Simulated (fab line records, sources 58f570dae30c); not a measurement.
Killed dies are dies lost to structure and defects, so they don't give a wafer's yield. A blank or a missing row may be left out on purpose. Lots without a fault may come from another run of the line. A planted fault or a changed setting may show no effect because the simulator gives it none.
Which tool did it? | flow berkeley_cmos170 | 14 lots, 42 wafers sampled, at 5 steps of a route of 331

WHAT THE GAUGES READ, wafer by wafer
UCB170_V1_THK_MEAS_01.
lot  | measured     | on            | V1_TEOS_THK (nm)
L118 | day 7 06:26  | film_metro-03 | 1991 1999 2000
L123 | day 8 00:05  | film_metro-01 | 1935 1951 1980
L122 | day 8 00:07  | film_metro-03 | 1977 1995 2005
L121 | day 8 03:32  | film_metro-01 | 1961 1973 2007
L125 | day 9 01:13  | film_metro-04 | 1978 1973 2011
L126 | day 9 01:13  | film_metro-03 | 1920 1955 1942
L124 | day 9 01:14  | film_metro-01 | 2006 2036 2052
L127 | day 9 07:05  | film_metro-03 | 1998 2028 2034
L128 | day 9 07:05  | film_metro-01 | 2036 2025 2012
L129 | day 9 13:43  | film_metro-03 | 2007 2013 2006
L130 | day 9 13:44  | film_metro-01 | 1973 2017 1991
L132 | day 10 07:06 | film_metro-03 | 1979 1999 1999
L134 | day 10 19:52 | film_metro-03 | 1971 1999 2003
L138 | day 12 02:17 | film_metro-03 | 2002 1994 2016

UCB170_V1_CD_MEAS_90: target cd 700 nm.
lot  | measured     | on        | cd_nm (nm)
L118 | day 7 09:28  | cd_sem-02 | 699.6 701.8 701.6
L123 | day 8 02:38  | cd_sem-01 | 698.6 698.3 699.1
L122 | day 8 02:59  | cd_sem-01 | 702.4 701.0 700.3
L121 | day 8 08:47  | cd_sem-02 | 698.5 696.4 698.3
L125 | day 9 03:58  | cd_sem-02 | 699.1 699.7 699.0
L126 | day 9 03:34  | cd_sem-01 | 698.8 700.9 699.6
L124 | day 9 03:35  | cd_sem-02 | 698.3 697.4 699.3
L127 | day 9 09:39  | cd_sem-01 | 701.6 701.4 700.5
L128 | day 9 09:19  | cd_sem-02 | 700.9 702.1 702.0
L129 | day 9 17:16  | cd_sem-02 | 700.6 700.9 702.1
L130 | day 9 17:34  | cd_sem-02 | 702.3 700.1 701.7
L132 | day 10 09:20 | cd_sem-02 | 701.1 700.2 698.9
L134 | day 10 22:14 | cd_sem-02 | 698.6 697.0 698.0
L138 | day 12 04:18 | cd_sem-02 | 700.8 700.2 699.7

UCB170_M2_CD_MEAS_90: target cd 700 nm.
lot  | measured     | on        | cd_nm (nm)
L118 | day 7 12:23  | cd_sem-01 | 699.5 699.3 701.7
L123 | day 8 05:23  | cd_sem-01 | 701.8 701.0 697.1
L122 | day 8 05:36  | cd_sem-01 | 701.8 701.6 700.7
L121 | day 8 12:49  | cd_sem-01 | 699.4 701.5 699.0
L125 | day 9 07:56  | cd_sem-02 | 695.1 694.8 696.3
L126 | day 9 06:52  | cd_sem-02 | 704.2 704.0 700.6
L124 | day 9 06:36  | cd_sem-02 | 702.6 700.1 698.3
L127 | day 9 12:36  | cd_sem-02 | 702.0 702.0 701.6
L128 | day 9 12:20  | cd_sem-01 | 696.6 694.5 699.0
L129 | day 9 19:46  | cd_sem-01 | 718.8 718.8 718.7
L130 | day 9 20:22  | cd_sem-01 | 700.3 701.8 703.6
L132 | day 10 12:47 | cd_sem-01 | 722.5 719.3 721.6
L134 | day 11 00:49 | cd_sem-02 | 698.4 698.6 696.9
L138 | day 12 10:07 | cd_sem-01 | 700.5 699.9 701.6

WHICH TOOL RAN EACH LOT (tool, then ch and the chambers of the sampled wafers, then the start)
lot  | UCB170_M2_METAL_ETCH_18           | UCB170_M2_STRIP_19
L118 | rie_metal-02 ch 0, day 7 11:55    | plasma_asher-01 ch 0,1, day 7 12:17
L123 | rie_metal-02 ch 0, day 8 04:55    | plasma_asher-01 ch 0,1, day 8 05:17
L122 | rie_metal-04 ch 0,1, day 8 05:20  | plasma_asher-04 ch 0,1, day 8 05:30
L121 | rie_metal-02 ch 0,1, day 8 12:31  | plasma_asher-03 ch 0,1, day 8 12:43
L125 | rie_metal-02 ch 0,1, day 9 07:39  | plasma_asher-01 ch 0,1, day 9 07:50
L126 | rie_metal-04 ch 0,1, day 9 06:34  | plasma_asher-03 ch 0,1, day 9 06:46
L124 | rie_metal-01 ch 0,1, day 9 06:17  | plasma_asher-04 ch 0,1, day 9 06:29
L127 | rie_metal-04 ch 0,1, day 9 12:20  | plasma_asher-01 ch 0,1, day 9 12:29
L128 | rie_metal-02 ch 0,1, day 9 12:04  | plasma_asher-03 ch 0,1, day 9 12:13
L129 | rie_metal-04 ch 0,1, day 9 19:29  | plasma_asher-04 ch 0,1, day 9 19:40
L130 | rie_metal-01 ch 0,1, day 9 20:04  | plasma_asher-03 ch 0,1, day 9 20:15
L132 | rie_metal-04 ch 0,1, day 10 12:29 | plasma_asher-03 ch 0,1, day 10 12:41
L134 | rie_metal-01 ch 0,1, day 11 00:32 | plasma_asher-01 ch 0,1, day 11 00:43
L138 | rie_metal-01 ch 1, day 12 09:49   | plasma_asher-03 ch 1, day 12 10:00
- UCB170_M2_METAL_ETCH_18: etches Al in Cl2/BCl3, stops on SiO2, target depth 1170 nm, time 195 s.
- UCB170_M2_STRIP_19: strips in O2.

WHAT THE TOOLS THEMSELVES READ (means of the sampled wafers that have a number; where no wafer has one, the mark that the record gives instead)
UCB170_M2_METAL_ETCH_18.
lot  | tool         | drypump_motor_current_A (A) | oes_product_au (a.u.) | rf_fwd_power_W (W) | throttle_valve_pct (%)
L118 | rie_metal-02 | 6.4                         | 0.850                 | 597.6              | 24.24
L123 | rie_metal-02 | 6.4                         | 0.850                 | 599.0              | 24.25
L122 | rie_metal-04 | 5.8                         | 0.854                 | 598.4              | 24.29
L121 | rie_metal-02 | 6.1                         | 0.855                 | 597.4              | 24.30
L125 | rie_metal-02 | 5.9                         | 0.868                 | 597.7              | 24.36
L126 | rie_metal-04 | 5.8                         | 0.857                 | 595.8              | 24.29
L124 | rie_metal-01 | 5.3                         | 0.872                 | 596.4              | 24.59
L127 | rie_metal-04 | 5.4                         | 0.860                 | 598.5              | 24.29
L128 | rie_metal-02 | 5.9                         | 0.850                 | 596.6              | 24.36
L129 | rie_metal-04 | 5.4                         | 0.786                 | 356.4              | 24.34
L130 | rie_metal-01 | 5.3                         | 0.872                 | 598.6              | 24.59
L132 | rie_metal-04 | 5.4                         | 0.786                 | 358.7              | 24.35
L134 | rie_metal-01 | 5.5                         | 0.871                 | 598.0              | 24.49
L138 | rie_metal-01 | 5.1                         | 0.879                 | 599.5              | 24.69

UCB170_M2_STRIP_19.
lot  | tool            | drypump_motor_current_A (A) | oes_product_au (a.u.)
L118 | plasma_asher-01 | 6.3                         | 0.549
L123 | plasma_asher-01 | 6.2                         | 0.526
L122 | plasma_asher-04 | 5.8                         | 0.545
L121 | plasma_asher-03 | 5.3                         | 0.537
L125 | plasma_asher-01 | 6.2                         | 0.537
L126 | plasma_asher-03 | 5.2                         | 0.546
L124 | plasma_asher-04 | 5.8                         | 0.545
L127 | plasma_asher-01 | 6.2                         | 0.545
L128 | plasma_asher-03 | 5.2                         | 0.544
L129 | plasma_asher-04 | 6.0                         | 0.720
L130 | plasma_asher-03 | 5.2                         | 0.552
L132 | plasma_asher-03 | 5.3                         | 0.718
L134 | plasma_asher-01 | 6.3                         | 0.550
L138 | plasma_asher-03 | 5.3                         | 0.550

THE ANSWER, worked out from the rows above alone
Rule: what is usual is taken from the lots themselves. Put in order of their means at a reading, lots are off if they are a third of the lots or fewer, leave a main group of 4 or more, and stand apart from it by a gap of 3 or more times the standard deviation of the main group's means; of several such gaps the widest counts. A main group whose means are all the same, to the digits that the tables above print for the reading, isn't used. A lot without any number at a reading at which 4 lots or more have one is off too. The other lots that the step has rows for count as sound. The gauges are gone through in route order, then the tools' own readings, and for those a lot's mean is taken as printed above. The first step at which some lot is off is used, and at that step the reading that is off furthest; a lot without a number counts as furthest.
Off: L129, L132, at UCB170_M2_CD_MEAS_90 (cd_nm). The main group: mean 699.9 nm, standard deviation 2.1.
A tool fits if, at a process step before that reading, it ran every lot that is off, and no sound lot after the first of them. The gauges at UCB170_M2_CD_MEAS_90 aren't tried: what is off there is off at UCB170_M2_METAL_ETCH_18 too, on other tools, and a gauge's error can't cause that. One fits: rie_metal-04 at UCB170_M2_METAL_ETCH_18. Its last sound lot is L127 (day 9 12:20), its first lot that is off L129 (day 9 19:29): a fault that began between those two fits.
The tool's own readings at UCB170_M2_METAL_ETCH_18 bear it out: on the lots that are off they differ by more than 5 times the standard deviation of the sound lots' means. oes_product_au reads 0.786 a.u. there against 0.861 a.u. on the sound lots; rf_fwd_power_W reads 357.5 W there against 597.8 W on the sound lots.

WHAT THE SIMULATOR HAD PUT IN
Process parameter drift: rie_metal-04, from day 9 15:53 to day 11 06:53, at UCB170_M2_METAL_ETCH_18. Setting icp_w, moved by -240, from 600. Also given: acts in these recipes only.
Lots struck among those shown: L129, L132. The rule above found the same.
